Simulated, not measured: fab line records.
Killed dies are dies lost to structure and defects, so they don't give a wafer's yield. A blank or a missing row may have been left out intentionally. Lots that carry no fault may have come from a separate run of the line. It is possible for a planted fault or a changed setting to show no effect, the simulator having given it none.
One fault through the eyes of 2 desks + flow rit-cmos + every desk sees just its own numbers, and what lay behind them comes last

== METROLOGY DESK ==
Lot by lot, what the gauges showed, no matter which tool ran the lot: averages of those sampled wafers that carry a number. The brackets show how far a lot's mean lies from the usual mean; more than 4 standard deviations puts the lot out of limits, marked OUT.
Columns: A = ACTIVE_OXIDE_THK at RIT_ACTIVE_THK_MEAS_02, usual 46.6 nm; B = ACTIVE_NITRIDE_THK at RIT_ACTIVE_THK_MEAS_04, usual 150.3 nm; C = cd-nm at RIT_ACTIVE_CD_MEAS_11, usual 1400.0 nm
| lot  | first seen here | A    | B     | C      |
|------|-----------------|------|-------|--------|
| L205 | day 2 13:03     | 46.6 | 149.0 | 1399.7 |
| L214 | day 4 12:50     | 46.3 | 150.7 | 1399.5 |
| L218 | day 5 06:32     | 47.6 | 148.3 | 1399.8 |
| L220 | day 5 16:04     | 48.2 | 153.8 | 1398.6 |
| L221 | day 5 21:04     | 47.3 | 149.8 | 1396.1 |
This desk's verdict: no lot among the 5 shows anything out of limits.

== TOOL OWNER'S DESK, rie-diel-02 ==
The tool's own readings at RIT_ACTIVE_ETCH_13 (etches Si3N4 in SF6, stops on SiO2, time 210 s, target depth 210 nm): means of the sampled wafers that have a number, for each lot that ran on this tool. The brackets show how far a lot's mean lies from the usual mean; more than 4 standard deviations puts the lot out of limits, marked OUT.
Columns: A = SF6_flow_sccm at RIT_ACTIVE_ETCH_13, usual 200.0 sccm; B = drypump-motor-current-A at RIT_ACTIVE_ETCH_13, usual 5.8 A; C = oes-product-au at RIT_ACTIVE_ETCH_13, usual 0.823 a.u.; D = run-length-s at RIT_ACTIVE_ETCH_13, usual 238.4 s; E = throttle-valve-pct at RIT_ACTIVE_ETCH_13, usual 7.53 %
| lot  | first seen here | A     | B   | C     | D               | E    |
|------|-----------------|-------|-----|-------|-----------------|------|
| L214 | day 4 15:35     | 200.2 | 5.5 | 0.870 | 229.9 (-20) OUT | 7.48 |
| L218 | day 5 09:12     | 199.6 | 5.2 | 0.826 | 238.1           | 7.56 |
Finding of this desk: L214 out of limits; the first was L214 at day 4 15:35, on run-length-s at RIT_ACTIVE_ETCH_13. L218 stayed within limits.

== TAKEN TOGETHER ==
The tool owner's desk could have raised an alarm at day 4 15:35, on L214.
At the metrology desk, nothing out of limits was observed.
The metrology desk holds a record of L214, inside its limits.
RIT_ACTIVE_ETCH_13 was run on rie-diel-02 by each of the lots named.

== WHAT HAD BEEN PUT IN BY THE SIMULATOR ==
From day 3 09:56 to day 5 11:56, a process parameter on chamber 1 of rie-diel-02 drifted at RIT_ACTIVE_ETCH_13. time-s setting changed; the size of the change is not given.
Lots struck among those shown: L214.
Each desk's first reading out of limits, in hours after the fault started: the tool owner's desk, 30.
